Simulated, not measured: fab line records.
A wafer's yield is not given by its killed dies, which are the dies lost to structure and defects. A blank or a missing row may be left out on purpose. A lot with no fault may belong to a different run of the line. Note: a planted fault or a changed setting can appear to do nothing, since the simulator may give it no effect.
A lot that was struck, set against a sound lot | flow rit-cmos | 18 steps out of a route of 202
Sound: these wafers, L863.1, L863.2, L863.3. Wafers struck: L869.2, L869.4, L869.5. The cause is named last.
At each step with rows: each side's tool, then ch and its chambers, then its first start. Under that, the readings that differ: sound wafers | struck wafers | difference of the means | sigmas: that difference in standard deviations of wafers without a fault.
alike: readings with means less than 2 such deviations apart, plus words and numbers identical on both sides. not compared: withheld readings, readings lacking a value on some wafer, bounds such as >300 that could conceal the same value, and numbers that have no deviation in the record and whose values overlap.
A row with sigmas, a row that says differs or no value, or rows on one side alone: a step with any of these is where the two part. Numbers that have no deviation but don't overlap get no sigmas and don't part them. Lack of a reading on every wafer of one side parts them only where that side has two or more wafers.

RIT_SDANNEAL_RS_MEAS_07: measurement is done with a four-point probe.
  sound on film-metro-01, day 3 04:12; struck on film-metro-01, day 4 10:13
  alike: NLDD_RS
then, 1 step without rows for these wafers: RIT_SILICIDE_WET_ETCH_00 (etches SiO2 in BOE, target depth 14 nm, time 15 s).
RIT_SILICIDE_SPUTTER_01: material Ti, target thk 30 nm, time 240 s.
  sound on pvd-sputter-04, day 3 04:20; struck on pvd-sputter-01, day 4 10:20
  alike: cathode-dc-power-W, throttle-valve-pct
RIT_SILICIDE_RS_MEAS_02: measurement is done with a four-point probe.
  sound on film-metro-01, day 3 04:29; struck on film-metro-04, day 4 10:31
  alike: SILICIDE_TI_RS
RIT_SILICIDE_THK_MEAS_03: measures by xrf.
  sound on film-metro-01, day 3 04:36; struck on film-metro-04, day 4 10:38
  alike: SILICIDE_TI_THK
RIT_SILICIDE_RTA_04: time 10 s, ramp up 5 s, ramp down 5 s.
  sound on rtp-anneal-02 ch 0, day 3 04:40; struck on rtp-anneal-02 ch 0, day 4 10:41
  alike: chamber-o2-ppm, wafer_temp_C_max
then, 1 step without rows for these wafers: RIT_SILICIDE_WET_ETCH_05 (etches Ti in SPM, time 120 s).
RIT_SILICIDE_RTA_06: time 10 s, ramp up 5 s, ramp down 10 s.
  sound on rtp-anneal-01 ch 0, day 3 04:46; struck on rtp-anneal-01 ch 0, day 4 10:48
  alike: chamber-o2-ppm, wafer_temp_C_max
RIT_CONTACT_CVD_00: deposits SiO2 from TEOS, target thk 400 nm, time 61 s.
  sound on pecvd-02 ch 0,1,2, day 3 04:50; struck on pecvd-02 ch 0,1, day 4 10:52
  alike: heater-power-w, susceptor-temp-C
RIT_CONTACT_THK_MEAS_01:
  sound on film-metro-03, day 3 04:53; struck on film-metro-02, day 4 10:55
  alike: CONTACT_TEOS_THK
then, 2 steps without rows for these wafers: RIT_CONTACT_HMDS_02 (prime time 60 s); RIT_CONTACT_COAT_03 (resist thk 1000 nm).
RIT_CONTACT_SOFTBAKE_04: time 60 s.
  sound on litho-track-03 ch 0, day 3 05:15; struck on litho-track-03 ch 0, day 4 11:18
  reading                  | sound             | struck            | difference | sigmas
  heater-power-total-W (W) | 34.57 34.51 34.47 | 33.46 33.49 33.38 | -1.07      | -22
  plate-temp-C (C)         | 90.02 90.26 89.99 | 87.75 88.09 87.86 | -2.19      | -16
  alike: resist-line-temp-C
then, 2 steps without rows for these wafers: RIT_CONTACT_EXPOSE_05 (exposes mask M11, target cd 1000 nm); RIT_CONTACT_PEB_06.
RIT_CONTACT_DEVELOP_07: develop time 120 s.
  sound on litho-track-04 ch 0; struck on litho-track-04 ch 0
  alike: resist-line-temp-C, model.NOVOLAK_of_CONTACT_COAT_03.thk-nm
RIT_CONTACT_CD_MEAS_08: target cd 1000 nm.
  sound on cd-sem-01, day 3 06:05; struck on cd-sem-01, day 4 12:05
  alike: cd-nm
RIT_M1_PROBE_99:
  rows exist in the record for the struck wafers here (prober-02, day 4 17:35), but not for the sound ones

WHERE THEY PART
First at RIT_CONTACT_SOFTBAKE_04; last, within this record, at RIT_M1_PROBE_99.

WHY: whatever the simulator had introduced
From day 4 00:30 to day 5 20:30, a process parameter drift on litho-track-03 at RIT_CONTACT_SOFTBAKE_04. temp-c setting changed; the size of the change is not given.
